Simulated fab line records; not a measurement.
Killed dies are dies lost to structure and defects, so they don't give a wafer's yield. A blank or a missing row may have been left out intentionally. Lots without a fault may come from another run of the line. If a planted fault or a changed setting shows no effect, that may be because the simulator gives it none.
Tool commonality check ; flow rit-cmos ; 14 lots and 42 wafers in the sample

== WHAT PROMPTED THE OPENING ==
Of 14 lots, 2 have the reading SPACER_NITRIDE_THK flagged at RIT_SPACER_THK_MEAS_04. Fault-free wafers read 250.8 nm, with a standard deviation of 2.1.
Rule: a lot is flagged when every wafer of it that has a number lies more than 4 standard deviations from that mean, or none has a number. As for the other lots, they are considered sound.

lot;measured;on;SPACER_NITRIDE_THK (nm), wafer by wafer;flag
L215;day 2 22:04;film-metro-04;253.4 254.3 255.0;
L217;day 3 08:16;film-metro-04;246.0 247.8 247.8;
L218;day 3 13:40;film-metro-03;248.3 249.1 247.9;
L219;day 3 22:13;film-metro-03;254.2 254.9 255.9;
L220;day 3 23:11;film-metro-04;248.7 249.6 250.3;
L221;day 4 05:50;film-metro-04;252.3 254.5 253.6;
L222;day 4 12:08;film-metro-04;246.5 247.0 247.8;
L225;day 4 23:28;film-metro-04;82.7 83.1 81.3;FLAGGED
L231;day 6 05:47;film-metro-03;248.9 248.9 250.2;
L232;day 6 14:24;film-metro-03;83.4 81.6 85.6;FLAGGED
L233;day 6 20:05;film-metro-03;249.0 247.9 249.8;
L234;day 7 00:44;film-metro-01;252.3 253.5 253.8;
L235;day 7 03:49;film-metro-03;249.4 249.4 251.2;
L238;day 7 20:45;film-metro-04;250.2 250.8 252.1;
The mean of the flagged lots' numbers is 83.0 nm, -167.9 nm from the usual (-80 standard deviations).

== EACH LOT AND THE TOOL IT RAN ON ==
Before the reading, the record contains 2 process steps out of a 202-step route. In each cell: the tool, then ch and the chambers that the sampled wafers went through, then the start.
lot;flag;RIT_NLDD_STRIP_09;RIT_SPACER_CVD_03
L215;;plasma-asher-01 ch 0,1, day 2 18:00;lpcvd-01 ch 0, day 2 20:09
L217;;plasma-asher-03 ch 0,1, day 3 03:08;lpcvd-02 ch 0, day 3 05:22
L218;;plasma-asher-04 ch 0,1, day 3 09:29;lpcvd-02 ch 1, day 3 11:45
L219;;plasma-asher-01 ch 0,1, day 3 17:14;lpcvd-01 ch 0, day 3 19:20
L220;;plasma-asher-03 ch 0,1, day 3 18:36;lpcvd-02 ch 1, day 3 21:16
L221;;plasma-asher-03 ch 0,1, day 4 01:49;lpcvd-02 ch 1, day 4 03:54
L222;;plasma-asher-03 ch 0,1, day 4 06:44;lpcvd-01 ch 1, day 4 09:15
L225;FLAGGED;plasma-asher-03 ch 0,1, day 4 19:07;lpcvd-02 ch 1, day 4 21:32
L231;;plasma-asher-01 ch 0,1, day 6 01:44;lpcvd-01 ch 1, day 6 03:50
L232;FLAGGED;plasma-asher-04 ch 0,1, day 6 10:06;lpcvd-02 ch 1, day 6 12:29
L233;;plasma-asher-01 ch 0,1, day 6 15:00;lpcvd-01 ch 1, day 6 17:12
L234;;plasma-asher-03 ch 0,1, day 6 18:16;lpcvd-01 ch 0, day 6 20:25
L235;;plasma-asher-01 ch 0,1, day 6 22:52;lpcvd-01 ch 1, day 7 00:54
L238;;plasma-asher-03 ch 0,1, day 7 15:50;lpcvd-01 ch 1, day 7 17:52
What is done by these steps:
- RIT_NLDD_STRIP_09: strips in O2, time 180 s.
- RIT_SPACER_CVD_03: deposits Si3N4 from SiH2Cl2/NH3, target thk 250 nm, time 3300 s.
- RIT_SPACER_THK_MEAS_04

== FLAGGED AGAINST TOTAL, ONE TOOL AT A TIME (gauges that did the reading follow at the end) ==
step;tool;lots run;flagged;share of the flagged lots;sound lots run after its first flagged lot
RIT_NLDD_STRIP_09;plasma-asher-01;5;0;none;-
RIT_NLDD_STRIP_09;plasma-asher-03;7;1;some;2 (L234,L238)
RIT_NLDD_STRIP_09;plasma-asher-04;2;1;some;0
RIT_SPACER_CVD_03;lpcvd-01;8;0;none;-
RIT_SPACER_CVD_03;lpcvd-02;6;2;all;0
RIT_SPACER_THK_MEAS_04;film-metro-01;1;0;none;-
RIT_SPACER_THK_MEAS_04;film-metro-03;6;1;some;2 (L233,L235)
RIT_SPACER_THK_MEAS_04;film-metro-04;7;1;some;1 (L238)

== WHAT IS ALLOWED BY THE TABLE ==
All flagged lots share 1 row of the table, namely lpcvd-02 at RIT_SPACER_CVD_03.
- lpcvd-02 at RIT_SPACER_CVD_03: 2 of its 6 lots flagged. It ran its last sound lot, L221, at day 4 03:54 and its first flagged lot, L225, at day 4 21:32: a fault with its onset between the two fits.
Just one tool remains: lpcvd-02 at RIT_SPACER_CVD_03.

== WHAT THE SIMULATOR HAD INSERTED ==
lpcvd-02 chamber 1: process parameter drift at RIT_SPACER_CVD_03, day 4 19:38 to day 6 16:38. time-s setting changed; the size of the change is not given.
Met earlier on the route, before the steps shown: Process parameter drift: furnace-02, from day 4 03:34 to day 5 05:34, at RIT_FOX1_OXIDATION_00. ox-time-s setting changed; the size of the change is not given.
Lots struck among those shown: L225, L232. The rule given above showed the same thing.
